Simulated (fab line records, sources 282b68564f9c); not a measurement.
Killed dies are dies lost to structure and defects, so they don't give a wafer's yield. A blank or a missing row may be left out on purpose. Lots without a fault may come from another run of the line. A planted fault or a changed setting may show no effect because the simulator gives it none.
Which tool did it? | flow rit_cmos | 7 lots, 21 wafers sampled, at 2 steps of a route of 202

WHAT THE GAUGES READ, wafer by wafer
RIT_PLDD_TW_MEAS_10.
lot  | measured    | on            | PLDD_TW
L260 | day 3 01:13 | film_metro-02 | 2368 2350 2378
L262 | day 3 11:32 | film_metro-04 | 2378 2380 2371
L265 | day 4 00:34 | film_metro-04 | 2376 2376 2365
L268 | day 4 16:19 | film_metro-02 | 2350 2353 2336
L271 | day 5 07:34 | film_metro-04 | 30 30 30
L273 | day 5 18:02 | film_metro-01 | 2348 2332 2345
L281 | day 7 09:11 | film_metro-01 | 2357 2351 2331

WHICH TOOL RAN EACH LOT (tool, then ch and the chambers of the sampled wafers, then the start)
lot  | RIT_NLDD_STRIP_09
L260 | plasma_asher-02 ch 0,1, day 2 23:38
L262 | plasma_asher-04 ch 0,1, day 3 09:41
L265 | plasma_asher-04 ch 0,1, day 3 22:51
L268 | plasma_asher-01 ch 0,1, day 4 14:36
L271 | plasma_asher-02 ch 1, day 5 05:58
L273 | plasma_asher-04 ch 0,1, day 5 16:29
L281 | plasma_asher-04 ch 0,1, day 7 07:35
- RIT_NLDD_STRIP_09: strips in O2, time 180 s.

THE ANSWER, worked out from the rows above alone
Rule: what is usual is taken from the lots themselves. Put in order of their means at a reading, lots are off if they are a third of the lots or fewer, leave a main group of 4 or more, and stand apart from it by a gap of 3 or more times the standard deviation of the main group's means; of several such gaps the widest counts. A main group whose means are all the same, to the digits that the tables above print for the reading, isn't used. A lot without any number at a reading at which 4 lots or more have one is off too. The other lots that the step has rows for count as sound.
Off: L271, at RIT_PLDD_TW_MEAS_10 (PLDD_TW). The main group: mean 2358, standard deviation 14.
A tool fits if, at a process step before that reading, it ran every lot that is off, and no sound lot after the first of them. The gauges at RIT_PLDD_TW_MEAS_10 are tried like those tools. Can't be told from this: 2 tools fit, plasma_asher-02 at RIT_NLDD_STRIP_09, film_metro-04 at RIT_PLDD_TW_MEAS_10.

WHAT THE SIMULATOR HAD PUT IN
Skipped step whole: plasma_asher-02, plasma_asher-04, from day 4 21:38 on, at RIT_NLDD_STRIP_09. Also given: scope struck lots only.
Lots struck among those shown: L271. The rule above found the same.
